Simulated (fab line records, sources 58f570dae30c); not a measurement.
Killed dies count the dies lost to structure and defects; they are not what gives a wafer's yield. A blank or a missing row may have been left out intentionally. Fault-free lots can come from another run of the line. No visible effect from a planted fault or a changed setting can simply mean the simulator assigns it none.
fab line records | flow berkeley-cmos170
[record] lots = 6 wafers = 18 last-day = 13
route steps=331 shown M3@315
lots that met no fault: from a run of the same line without faults
start-h: start of the lot's first displayed wafer, in hours after the record's first day | wait-h: how many hours have passed since the lot's step before this one | " the same as in the row above | L1.1+2: one row covering several wafers at once | - value missing, or start not given | * or withheld: withheld | < > ~ a bound
route shown NAME@n: NAME is a module with steps in the file, n the number in the route of the first one | usual: mean/standard deviation taken from wafers without a fault | same: alike in all rows | chamber/n: place in a boat | sites: per-site readings | _std_site: the standard deviation of these | _edge_site: mean of outer sites minus mean of inner sites | radius-mm: for every site, how far away it sits from the centre of the wafer | mask NAME#n: copy n | behind: the tool/chamber that last shaped the wafer | hold: why the lot went on hold/how many hours it stayed there/how the hold came to an end | device: names the non-switching transistor (n, p or np) | end of line: tests run on the same wafers once the route is complete | a step given without rows: its recipe and nothing more | killed: dies lost to structure and defects at the first sort, not the wafer's yield | map: per-die view of a wafer (x killed, . not killed, _ where there is no die)
set.NAME: the setting as run; set.NAME@STEP: as run at that earlier step | model.NAME: the simulator's own value behind a step, which no gauge read
certain route steps with their lots: each step a table, each wafer a row
services: when a tool's chamber went out of use (start-h, in hours from the record's first day, below 0 if earlier), for how many hours, and the reason
[[steps]]
[step UCB170_M3_SOFTBAKE_06]
[recipe] resist = KrF temp-c = 130 time-s = 60
[step UCB170_M3_STRIP_07]
[recipe] chemistry = O2 power-w = 400 pressure-mtorr = 3500 platen-temp-c = withheld o2-flow-sccm = 400 overash-fraction = 0.5
[usual] drypump-motor-current-A = 5.7/0.32 oes-product-au = 0.735/0.0043 strip-time-to-endpoint-s = 21.98/0.072
// columns lot.wafer tool chamber start-h wait-h drypump-motor-current-A oes-product-au rf-hours-counter-h strip-time-to-endpoint-s
L317.1 plasma-asher-01 1 235.72 0.1 6.1 0.735 49 22.13
L317.2 " 0 " " 5.7 0.738 49 22.04
L317.5 " 0 " " 5.8 0.733 - 22.08
L315.2 plasma-asher-03 1 235.94 0.1 5.4 0.739 52 21.97
L315.3 " 0 " " 5.9 0.737 - 21.98
L315.6 " 1 " " 5.4 0.737 - 21.93
L318.1 plasma-asher-03 1 246.41 0.1 5.4 0.743 53 21.95
L318.3 " 1 " " 5.4 0.735 - 22.01
L318.4 " 0 " " 6.0 0.729 - 21.91
L323.1 plasma-asher-04 0 287.16 0.1 5.1 0.727 50 22.03
L323.4 " 0 " " 5.1 0.739 - 22.05
L323.5 " 0 " " 5.1 0.732 - 22.00
L325.1 plasma-asher-01 0 294.89 0.1 5.8 0.739 55 22.02
L325.5 " 0 " " 5.8 0.734 - 22.03
L325.6 " 1 " " 6.1 0.724 - 22.00
L332.1 plasma-asher-03 1 316.02 0.1 5.4 0.731 61 21.93
L332.2 " 0 " " 5.9 0.734 61 21.91
L332.6 " 0 " " 5.9 0.736 - 21.85
[step UCB170_M3_STRIP_08]
[recipe] chemistry = DMSO temp-c = 80 time-s = 600 material = KrF
[step UCB170_M3_COAT_09]
[recipe] resist = BARC temp-c = withheld time-s = withheld spin-rpm = 3000 resist-thk-nm = withheld
[step UCB170_M3_COAT_10]
[recipe] resist = KrF spin-rpm = 1500 resist-thk-nm = 900
[step UCB170_M3_SOFTBAKE_11]
[recipe] resist = KrF temp-c = 130 time-s = 60
[step UCB170_M3_EXPOSE_12]
[recipe] mask-id = METAL3 target-cd-nm = 700 na = 0.5 sigma-outer = 0.6 source-shape = conventional dose-mj = 26
[step UCB170_M3_PEB_13]
[recipe] peb-temp-c = 130 peb-time-s = withheld resist = KrF
[step UCB170_M3_DEVELOP_14]
[recipe] developer = TMAH develop-time-s = 45 resist = KrF dev-temp-c = 21
[step UCB170_M3_CD_MEAS_15]
[recipe] target-cd-nm = 700
[usual] cd-nm = 699.8/1.4
// columns lot.wafer tool chamber start-h wait-h cd-nm
L317.1 cd-sem-02 - 238.77 - 700.3
L317.2 " - " " 698.3
L317.5 " - " " 699.9
L315.2 cd-sem-01 - 239.06 - 700.1
L315.3 " - " " 699.5
L315.6 " - " " 700.7
L318.1 cd-sem-02 - 247.67 - 696.6
L318.3 " - " " 697.0
L318.4 " - " " 697.4
L323.1 cd-sem-02 - 289.61 - 701.3
L323.4 " - " " 701.3
L323.5 " - " " 701.3
L325.1 cd-sem-01 - 296.85 - 701.6
L325.5 " - " " 700.9
L325.6 " - " " 699.5
L332.1 cd-sem-02 - 317.32 - 702.1
L332.2 " - " " 701.6
L332.6 " - " " 700.8
[step UCB170_M3_OVL_MEAS_16]
[usual] M3_OVL = 1/5.6
// columns lot.wafer tool chamber start-h wait-h M3_OVL[nm]
L317.1 overlay-02 - 238.89 0.1 12
L317.2 " - " " 5
L317.5 " - " " -1
L315.2 overlay-01 - 239.17 0.1 2
L315.3 " - " " -4
L315.6 " - " " -3
L318.1 overlay-01 - 247.79 0.1 0
L318.3 " - " " 10
L318.4 " - " " 2
L323.1 overlay-01 - 289.73 0.1 -5
L323.4 " - " " 7
L323.5 " - " " 3
L325.1 overlay-02 - 296.97 0.1 -3
L325.5 " - " " 0
L325.6 " - " " 6
L332.1 overlay-02 - 317.44 0.1 6
L332.2 " - " " 11
L332.6 " - " " 4
[step UCB170_M3_ETCH_17]
[recipe] chemistry = N2/H2 target-depth-a = withheld overetch-a = withheld target = BARC time-s = withheld source-w = 500 bias-w = 100 pressure-mtorr = 30 n2-flow-sccm = 100 h2-flow-sccm = 200
[usual] drypump-motor-current-A = 6.0/0.52 n2-flow-sccm = 100.0/0.3 oes-product-au = 1.007/0.023 rf-fwd-power-W = 494.7/2.5 throttle-valve-pct = 13.28/0.16
// columns lot.wafer tool chamber start-h wait-h drypump-motor-current-A n2-flow-sccm oes-product-au rf-fwd-power-W throttle-valve-pct
L317.1 rie-diel-02 0 238.93 0.0 5.8 100.0 1.029 498.2 13.43
L317.2 " 1 " " 6.6 99.7 0.980 494.7 13.32
L317.5 " 2 " " 6.3 100.0 1.005 494.1 13.42
L315.2 rie-diel-02 3 239.20 0.0 6.5 100.6 0.997 494.5 13.14
L315.3 " 1 " " 6.6 100.2 0.977 493.7 13.33
L315.6 " 1 " " 6.7 100.4 0.972 492.1 13.33
L318.1 rie-diel-03 2 247.83 0.0 5.0 100.1 1.002 499.0 13.06
L318.3 " 1 " " 5.3 99.5 0.986 494.1 13.47
L318.4 " 0 " " 6.2 99.8 0.988 496.2 13.02
L323.1 rie-diel-03 2 289.76 0.0 5.0 100.2 1.012 496.1 13.06
L323.4 " 3 " " 6.4 99.9 1.021 488.3 13.22
L323.5 " 3 " " 6.4 99.9 1.016 490.3 13.21
L325.1 rie-diel-02 3 297.01 0.0 6.4 100.2 1.010 493.5 13.12
L325.5 " 1 " " 6.6 100.4 0.985 496.9 13.33
L325.6 " 3 " " 6.5 99.9 1.010 494.4 13.13
L332.1 rie-diel-04 1 317.47 0.0 5.5 99.8 1.033 493.1 13.22
L332.2 " 0 " " 5.6 100.1 0.991 489.4 13.44
L332.6 " 0 " " 5.6 99.8 0.985 491.5 13.41
[step UCB170_M3_METAL_ETCH_18]
[recipe] chemistry = Cl2/BCl3 target = Al stop-on = SiO2 pressure-mtorr = 12 target-depth-a = 11700 over-etch-frac = 0.3 time-s = 195 icp-w = 600 bias-w = 120 Cl2_flow_sccm = 90 bcl3-flow-sccm = 45
[usual] drypump-motor-current-A = 5.7/0.41 oes-product-au = 0.850/0.015 rf-fwd-power-W = 598.1/1.9 throttle-valve-pct = 24.33/0.2
// columns lot.wafer tool chamber start-h wait-h drypump-motor-current-A oes-product-au rf-fwd-power-W rf-hours-counter-h throttle-valve-pct model.KrF_of_M3_COAT_10.thk-nm model.M3.feature-depth-nm model.SiO2_of_V2_CVD_00.thk-nm
L317.1 rie-metal-04 0 238.97 - 5.5 0.845 599.9 0.5 24.21 184.1 955.4 936.6
L317.2 " 1 " " 6.2 0.852 596.0 8.0 24.27 210.2 963.5 938.8
L317.5 " 1 " " 6.1 0.836 599.5 - 24.27 209.6 954.9 937.6
L315.2 rie-metal-03 1 239.24 - 5.5 0.870 596.5 2.5 24.54 221.1 959.4 938.6
L315.3 " 0 " " 6.4 0.870 599.1 - 24.33 186.9 967.8 936.4
L315.6 " 1 " " 5.5 0.868 598.6 - 24.54 228.1 962.3 938.2
L318.1 rie-metal-04 1 247.87 - 6.1 0.839 838.0 8.4 24.28 0 979.6 914.5
L318.3 " 0 " " 5.5 0.829 841.8 - 24.18 0 974.1 911
L318.4 " 1 " " 6.1 0.843 838.6 - 24.28 0 975.8 915.7
L323.1 rie-metal-04 1 289.81 - 6.1 0.847 836.9 9.0 24.26 0 993.8 915.1
L323.4 " 0 " " 5.5 0.829 839.5 - 24.19 0 974 910.9
L323.5 " 0 " " 5.5 0.835 839.5 - 24.18 0 992.1 911.7
L325.1 rie-metal-03 1 297.05 - 5.5 0.849 599.1 3.9 24.54 219.1 939.1 938.2
L325.5 " 1 " " 5.5 0.864 596.5 - 24.56 213.4 947.7 937.8
L325.6 " 0 " " 6.5 0.866 596.0 - 24.33 178.9 955.4 934.1
L332.1 rie-metal-02 0 317.52 - 5.4 0.864 600.6 8.5 24.03 228.2 957.7 938.5
L332.2 " 1 " " 5.4 0.839 597.7 8.0 24.63 216.8 960.5 938.3
L332.6 " 1 " " 5.4 0.839 599.1 - 24.60 222.4 956.8 939.7
[step UCB170_M3_STRIP_19]
[recipe] chemistry = O2 power-w = 400 pressure-mtorr = 3500 platen-temp-c = withheld o2-flow-sccm = 400 overash-fraction = 0.5
[usual] drypump-motor-current-A = 5.6/0.35 oes-product-au = 0.536/0.022
// columns lot.wafer tool chamber start-h wait-h drypump-motor-current-A oes-product-au rf-hours-counter-h
L317.1 plasma-asher-01 1 239.16 0.1 6.1 0.518 50
L317.2 " 0 " " 5.8 0.536 50
L317.5 " 1 " " 6.1 0.537 -
L315.2 plasma-asher-03 0 239.43 0.1 5.9 0.549 53
L315.3 " 1 " " 5.4 0.513 -
L315.6 " 1 " " 5.4 0.553 -
L318.1 plasma-asher-03 0 248.06 0.1 5.9 0.314 54
L318.3 " 1 " " 5.4 0.321 -
L318.4 " 0 " " 5.9 0.310 -
L323.1 plasma-asher-01 0 289.99 0.1 5.8 0.315 55
L323.4 " 0 " " 5.8 0.314 -
L323.5 " 0 " " 5.8 0.319 -
L325.1 plasma-asher-03 0 297.24 0.1 6.0 0.545 59
L325.5 " 1 " " 5.4 0.545 -
L325.6 " 0 " " 6.0 0.508 -
L332.1 plasma-asher-01 1 317.70 0.1 6.1 0.561 59
L332.2 " 0 " " 5.8 0.548 59
L332.6 " 1 " " 6.1 0.554 -
[step UCB170_M3_CD_MEAS_90]
[recipe] target-cd-nm = 700
[usual] cd-nm = 698/3.5
// columns lot.wafer tool chamber start-h wait-h cd-nm
L317.1 cd-sem-02 - 239.26 0.1 698
L317.2 " - " " 696
L317.5 " - " " 698
L315.2 cd-sem-01 - 239.63 0.2 703
L315.3 " - " " 699
L315.6 " - " " 703
L318.1 cd-sem-01 - 248.16 0.1 675
L318.3 " - " " 679
L318.4 " - " " 676
L323.1 cd-sem-02 - 290.09 0.1 676
L323.4 " - " " 679
L323.5 " - " " 678
L325.1 cd-sem-01 - 297.34 0.1 703
L325.5 " - " " 703
L325.6 " - " " 692
L332.1 cd-sem-01 - 317.80 0.1 704
L332.2 " - " " 702
L332.6 " - " " 703
[step UCB170_M3_BOW_MEAS_20]
[recipe] mode = bow
[usual] M3_BOW = 34/7.2
// columns lot.wafer tool chamber start-h wait-h M3_BOW[um]
L317.1 film-metro-02 - 239.38 0.1 55
L317.2 " - " " 33
L317.5 " - " " 41
L315.2 film-metro-01 - 239.75 0.1 33
L315.3 " - " " 40
L315.6 " - " " 30
L318.1 film-metro-03 - 248.28 0.1 30
L318.3 " - " " 34
L318.4 " - " " 26
L323.1 film-metro-02 - 290.21 0.1 42
L323.4 " - " " 19
L323.5 " - " " 29
L325.1 film-metro-02 - 297.46 0.1 42
L325.5 " - " " 28
L325.6 " - " " 27
L332.1 film-metro-02 - 317.92 0.1 30
L332.2 " - " " 33
L332.6 " - " " 30
[step UCB170_M3_PROBE_99]
// columns lot.wafer tool chamber start-h wait-h model.etest.antenna-m3.gate-log10-a-cm2 model.etest.antenna-m3.vt-shift-v
L317.1 prober-01 - 239.50 0.1 -7.636 -0.01777
L317.2 prober-01 - 239.55 0.1 -7.695 -0.01394
L317.5 prober-01 - 239.70 0.2 -7.66 -0.01342
L315.2 prober-02 - 239.90 0.1 -7.685 -0.01514
L315.3 prober-02 - 239.95 0.2 -8.02 -0.01847
L315.6 prober-02 - 240.10 0.2 -7.841 -0.01065
L318.1 prober-02 - 248.40 0.1 -7.033 -0.0297
L318.3 prober-02 - 248.50 0.2 -6.583 -0.03325
L318.4 prober-02 - 248.55 0.2 -7.193 -0.03129
L323.1 prober-02 - 290.33 0.1 -6.921 -0.02736
L323.4 prober-02 - 290.48 0.2 -7.001 -0.02966
L323.5 prober-02 - 290.53 0.2 -7.369 -0.03087
L325.1 prober-02 - 297.58 0.1 -8.279 -0.01274
L325.5 prober-02 - 297.78 0.2 -7.979 -0.01685
L325.6 prober-02 - 297.83 0.2 -7.792 -0.01736
L332.1 prober-02 - 318.04 0.1 -8.38 -0.01761
L332.2 prober-02 - 318.09 0.1 -7.705 -0.01231
L332.6 prober-02 - 318.29 0.2 -8.255 -0.01377
// killed by level:class
L317.1 GATE:geometric-particle:short=1 GATE:geometric-particle:open=1 SPACER:geometric-particle:short=1 SILICIDE:geometric-particle:short=1
L317.2 GATE:geometric-particle:short=1 SILICIDE:geometric-particle:short=1 M1:geometric-particle:short=1 V1:geometric-particle:open=1 M3:geometric-particle:short=1
L317.5 V1:geometric-particle:short=1
L315.2 FIELD:geometric-particle:open=1 SACOX:geometric-particle:short=1 GATE:geometric-particle:open=1 M1:geometric-particle:short=1 V2:geometric-particle:short=1 V2:geometric-particle:open=1
L315.3 GATE:geometric-particle:open=2 M1:geometric-particle:short=2 SILICIDE:geometric-particle:open=1 V1:geometric-particle:short=1 M2:geometric-particle:short=1
L315.6 GATE:geometric-particle:short=2 GATE:geometric-particle:open=1 SPACER:geometric-particle:short=1
L323.1 SPACER:geometric-particle:short=2 SPACER:geometric-particle:open=1
L323.4 SPACER:geometric-particle:open=2 V2:geometric-particle:short=1
L323.5 GATE:geometric-particle:short=1 M1:geometric-particle:short=1 M2:geometric-particle:short=1
L325.1 FIELD:geometric-particle:open=1 SPACER:geometric-particle:open=1
L325.5 GATE:geometric-particle:short=1 M3:geometric-particle:short=1
L325.6 SILICIDE:geometric-particle:short=1
L332.1 FIELD:geometric-particle:short=1 GATE:geometric-particle:open=1
L332.2 SPACER:geometric-particle:short=1 SILICIDE:geometric-particle:open=1 M3:geometric-particle:short=1
L332.6 GATE:geometric-particle:short=1 SILICIDE:geometric-particle:open=1
[[services]]
// columns tool chamber start-h hours kind
rie-diel-03 3 219.37 5.3 repair
rie-diel-02 3 221.57 - clean
rie-diel-02 3 221.57 17.4 scheduled-down
rie-diel-02 3 221.57 17.4 vent-cycle
plasma-asher-04 - 231.39 4.7 repair
rie-diel-02 2 244.02 8.7 repair
rie-diel-02 1 244.05 3.3 repair
plasma-asher-04 - 254.25 15.7 repair
rie-diel-02 2 255.81 - clean
rie-diel-02 2 255.81 26.2 scheduled-down
rie-diel-02 2 255.81 26.2 vent-cycle
rie-diel-03 2 258.21 23.7 repair
rie-metal-02 0 270.01 10.5 repair
rie-diel-04 0 271.48 - clean
rie-diel-04 0 271.48 23.6 scheduled-down
rie-diel-04 0 271.48 23.6 vent-cycle
rie-diel-02 2 293.49 7.6 repair
rie-metal-04 1 294.30 16.9 repair
plasma-asher-04 - 314.01 4.3 pm
[[key]]
[first-sign] step = UCB170_M3_METAL_ETCH_18 reading = rf-fwd-power-W direction = up sigmas = 99+ usual = 598.1 struck = 839.0
[effect] step = UCB170_M3_STRIP_19 reading = oes-product-au direction = down sigmas = 10 usual = 0.536 struck = 0.316
[effect] step = UCB170_M3_CD_MEAS_90 reading = cd-nm direction = down sigmas = 6.1 usual = 698 struck = 677
[model-effect] step = UCB170_M3_METAL_ETCH_18 value = KrF_of_M3_COAT_10.thk-nm without = 193.6 struck = 0
[model-effect] step = UCB170_M3_PROBE_99 value = etest.antenna-m3.gate-log10-a-cm2 without = -7.664 struck = -7.017
met-at UCB170_M3_METAL_ETCH_18
struck-wafers L318.1,L318.3,L318.4,L323.1,L323.4,L323.5
sort-left-out L318.1,L318.3,L318.4
onset-between 238.97 247.87
[fault] kind = process-parameter-drift tool = rie-metal-04 chamber = - onset-h = 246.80 steps = UCB170_M3_METAL_ETCH_18 channel = icp-w offset = 240 shape = step end-h = 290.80 acts-in = these-recipes-only stated = 600
// sort-left-out: the simulated sort isn't trusted on such a fault, so these wafers' sort isn't shown, and their yield isn't known
